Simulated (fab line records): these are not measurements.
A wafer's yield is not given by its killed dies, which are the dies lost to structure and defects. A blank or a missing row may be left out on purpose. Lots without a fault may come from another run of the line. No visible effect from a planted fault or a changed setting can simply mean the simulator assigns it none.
A struck lot beside a sound one / flow ritCmos / 20 out of 202 route steps
Sound: the wafers L848.1, L848.3, L848.6. Wafers struck: L863.4, L863.5, L863.6. The cause is named last.
Order at every step that has rows: each side's tool, ch and its chambers, its first start. Under that, the readings that differ: sound wafers / struck wafers / difference of the means / sigmas: that difference in standard deviations of wafers without a fault.
alike: readings whose means differ by less than 2 such deviations, and words and numbers that are the same on both sides. not compared: withheld readings, readings that some wafer has no value for, bounds like >300 that may hide the same value, and numbers for which the record gives no deviation and whose values overlap.
A row with sigmas, a row that says differs or no value, or rows on one side alone: a step with any of these is where the two part. Numbers that don't overlap but have no deviation are shown without sigmas and don't part them. Lack of a reading on every wafer of one side parts them only where that side has two or more wafers.

first, 4 steps without rows for these wafers: RIT_ACTIVE_SOFTBAKE_07 (time 60 s); RIT_ACTIVE_EXPOSE_08 (exposes mask M1, target cd 1400 nm); RIT_ACTIVE_PEB_09; RIT_ACTIVE_DEVELOP_10 (develop time 50 s).
RIT_ACTIVE_CD_MEAS_11 targets a cd of 1400 nm.
  sound on cdSem-02 at day 1 14:26; struck on cdSem-02 at day 4 17:30
  alike: cdNm
then, 1 step without rows for these wafers: RIT_ACTIVE_HARDBAKE_12 (time 60 s).
RIT_ACTIVE_ETCH_13: etches Si3N4 in SF6, stops on SiO2, time 210 s, target depth 210 nm.
  sound on rieDiel-03 ch 1,2,3, day 1 14:43; struck on rieDiel-01 ch 0,1,2, day 4 17:43
  alike: SF6_flow_sccm, drypumpMotorCurrentA, oesProductAu, throttleValvePct
  not compared: rfHoursCounterH
RIT_ACTIVE_STRIP_14: strips in O2, time 180 s.
  sound on plasmaAsher-03 ch 0,1, day 1 14:50; struck on plasmaAsher-02 ch 0,1, day 4 17:54
  alike: drypumpMotorCurrentA
  not compared: rfHoursCounterH
RIT_ACTIVE_CD_MEAS_90 targets a cd of 1400 nm.
  sound on cdSem-02 at day 1 15:01; struck on cdSem-01 at day 4 18:05
  alike: cdNm
then, 3 steps without rows for these wafers: RIT_ACTIVE_CLEAN_15 (cleans in SC1, time 600 s); RIT_ACTIVE_CLEAN_16 (cleans in dHF, time 30 s); RIT_ACTIVE_CLEAN_17 (cleans in SC2, time 600 s).
RIT_FOX1_OXIDATION_00: target thk 350.7 nm, ox time 1130 s.
  sound on furnace-01 ch 0, day 1 15:31; struck on furnace-04 ch 0, day 4 20:13
reading=oxTimeS (s); sound=1130 1130 1130; struck=565 565 565; difference=-565; sigmas=
reading=model.SiO2_of_FOX1_OXIDATION_00.thkNm (nm); sound=344.1 358.4 349.1; struck=227.9 226.4 226.1; difference=-123.7; sigmas=
reading=model.Si3N4_of_ACTIVE_CVD_03.thkNm (nm); sound=141.9 141.8 141.3; struck=143.4 142.3 144; difference=+1.6; sigmas=
RIT_FOX1_THK_MEAS_01:
  sound on filmMetro-04 at day 1 16:50; struck on filmMetro-04 at day 4 21:34
reading=FOX1_OXIDE_THK (nm); sound=344 358 349; struck=228 226 226; difference=-124; sigmas=-18
then, 2 steps without rows for these wafers: RIT_FOX1_WET_ETCH_02 (etches SiO2 in BOE, target depth 350 nm, time 390 s); RIT_FOX2_OXIDATION_00 (target thk 350.7 nm, ox time 1130 s).
RIT_FOX2_THK_MEAS_01:
  sound on filmMetro-03 at day 1 18:20; struck on filmMetro-03 at day 4 23:04
  alike: FOX2_OXIDE_THK
RIT_FOX2_CLEAN_02: cleans in dHF, time 180 s.
  sound on wetBench-02 ch 2, day 1 18:24; struck on wetBench-02 ch 3, day 4 23:05
reading=model.Si3N4_of_ACTIVE_CVD_03.thkNm (nm); sound=130.1 130 129.5; struck=131.7 130.6 132.2; difference=+1.6; sigmas=
then, 1 step without rows for these wafers: RIT_FOX2_WET_ETCH_03 (etches Si3N4 in H3PO4, target depth 195 nm, time 2700 s).
RIT_M1_PROBE_99:
  sound on prober-01 at day 3 08:17; struck on prober-02 at day 6 18:38
reading=model.etest.nplusSal.widthNm (nm); sound=3448 3424 3448; struck=3598 3604 3604; difference=+162; sigmas=
reading=model.etest.pplusSal.widthNm (nm); sound=3452 3415 3452; struck=3577 3575 3578; difference=+137; sigmas=
reading=model.etest.pldd.widthNm (nm); sound=3182 3139 3176; struck=3250 3255 3266; difference=+91; sigmas=
reading=model.etest.nldd.widthNm (nm); sound=3169 3159 3183; struck=3268 3265 3272; difference=+98; sigmas=
reading=model.etest.nmosNarrow.driveUaUm; sound=224.3 216.3 227.2; struck=231 239.4 237.2; difference=+13; sigmas=
reading=model.etest.pmosNarrow.driveUaUm; sound=103.6 99.11 102.3; struck=105.4 107.4 106.2; difference=+4.7; sigmas=
reading=model.etest.fieldPMetal.vtV (V); sound=-29.42 -28.68 -29.29; struck=-31.76 -32.07 -32.34; difference=-2.93; sigmas=
reading=model.etest.fieldP.vtV (V); sound=-12.71 -12.62 -12.67; struck=-13.81 -13.86 -13.84; difference=-1.17; sigmas=
  alike: killedAtFrontEnd, killedDies, killedOpen, killedShort

## WHERE THEY PART
Within this record, at RIT_FOX1_THK_MEAS_01 only. Later steps at which nothing parts them and some readings are alike: RIT_FOX2_THK_MEAS_01, RIT_M1_PROBE_99.

WHY: whatever the simulator had introduced
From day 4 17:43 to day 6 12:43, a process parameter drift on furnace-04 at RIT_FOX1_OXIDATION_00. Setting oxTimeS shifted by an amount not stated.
